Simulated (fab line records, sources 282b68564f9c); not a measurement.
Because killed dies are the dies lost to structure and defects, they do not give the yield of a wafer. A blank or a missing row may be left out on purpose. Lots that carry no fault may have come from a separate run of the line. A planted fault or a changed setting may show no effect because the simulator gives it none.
Check of tool commonality ; flow ritCmos ; Lots sampled 13, wafers sampled 39

== WHY IT WAS OPENED ==
At RIT_GATE_CD_MEAS_16 the reading cdNm is flagged on 1 of 13 lots. No-fault wafers: 149.2 nm, standard deviation 2.3.
Rule: a lot gets a flag if all its wafers with a number sit over 4 standard deviations from that mean, or if no wafer of it has a number. As for the other lots, they are considered sound.

lot;measured;on;cdNm (nm), wafer by wafer;flag
L684;day 2 18:25;cdSem-02;152.0 149.4 150.1;
L685;day 2 22:17;cdSem-02;151.3 151.3 149.3;
L686;day 3 03:49;cdSem-01;144.0 147.1 145.2;
L687;day 3 08:02;cdSem-02;148.3 148.0 144.7;
L688;day 3 13:05;cdSem-02;148.2 148.9 148.7;
L689;day 3 19:43;cdSem-02;148.8 146.1 147.0;
L690;day 3 22:26;cdSem-02;127.5 129.7 127.8;FLAGGED
L699;day 5 21:14;cdSem-02;147.9 146.3 148.7;
L700;day 6 03:23;cdSem-02;148.7 146.4 148.8;
L701;day 6 07:29;cdSem-02;150.2 148.3 149.5;
L704;day 6 22:23;cdSem-02;151.3 150.2 150.9;
L705;day 7 02:53;cdSem-02;149.1 151.2 150.4;
L706;day 7 12:09;cdSem-02;148.9 149.2 148.6;
The numbers of the flagged lots are 128.3 nm on average: -20.9 nm against the usual, or -9 standard deviations.

== EACH LOT AND THE TOOL IT RAN ON ==
The record holds 1 process step before the reading, out of a route of 202 steps. Read each cell as the tool, then ch plus the chambers that the sampled wafers visited, then the start.
lot;flag;RIT_GATE_EXPOSE_13
L684;;ilineStepper-02 ch 0, day 2 18:01
L685;;ilineStepper-02 ch 0, day 2 21:53
L686;;ilineStepper-01 ch 0, day 3 03:25
L687;;ilineStepper-02 ch 0, day 3 07:38
L688;;ilineStepper-02 ch 0, day 3 12:41
L689;;ilineStepper-01 ch 0, day 3 19:18
L690;FLAGGED;ilineStepper-01 ch 0, day 3 22:02
L699;;ilineStepper-01 ch 0, day 5 20:40
L700;;ilineStepper-02 ch 0, day 6 02:59
L701;;ilineStepper-02 ch 0, day 6 07:04
L704;;ilineStepper-01 ch 0, day 6 21:58
L705;;ilineStepper-01 ch 0, day 7 02:29
L706;;ilineStepper-01 ch 0, day 7 11:45
What the steps here do:
- RIT_GATE_EXPOSE_13: exposes mask M6, target cd 150 nm.
- RIT_GATE_CD_MEAS_16: target cd 150 nm.

== FLAGGED OVER TOTAL, TOOL BY TOOL (the gauges that took the reading come last) ==
step;tool;lots run;flagged;share of the flagged lots;sound lots run after its first flagged lot
RIT_GATE_EXPOSE_13;ilineStepper-01;7;1;all;4 (L699,L704,L705,L706)
RIT_GATE_EXPOSE_13;ilineStepper-02;6;0;none;-
RIT_GATE_CD_MEAS_16;cdSem-01;1;0;none;-
RIT_GATE_CD_MEAS_16;cdSem-02;12;1;all;6 (L699,L700,L701,L704,L705,L706)

== THE TABLE: WHAT IT ALLOWS ==
Table rows that saw every flagged lot: 2, namely ilineStepper-01 at RIT_GATE_EXPOSE_13 and cdSem-02 at RIT_GATE_CD_MEAS_16.
- ilineStepper-01 at RIT_GATE_EXPOSE_13 ran 7 lots, 1 of them flagged. Lots that were sound ran on it after the first flagged one (L699, L704, L705, L706); a persistent fault on the entire tool would not allow that.
- cdSem-02 at RIT_GATE_CD_MEAS_16 ran 12 lots, 1 of them flagged. Lots that were sound ran on it after the first flagged one (L699, L700, L701, L704, L705, L706); a persistent fault on the entire tool would not allow that.
Every row of the table either missed a flagged lot or ran a sound lot after the first.

== WHAT THE SIMULATOR HAD PUT IN ==
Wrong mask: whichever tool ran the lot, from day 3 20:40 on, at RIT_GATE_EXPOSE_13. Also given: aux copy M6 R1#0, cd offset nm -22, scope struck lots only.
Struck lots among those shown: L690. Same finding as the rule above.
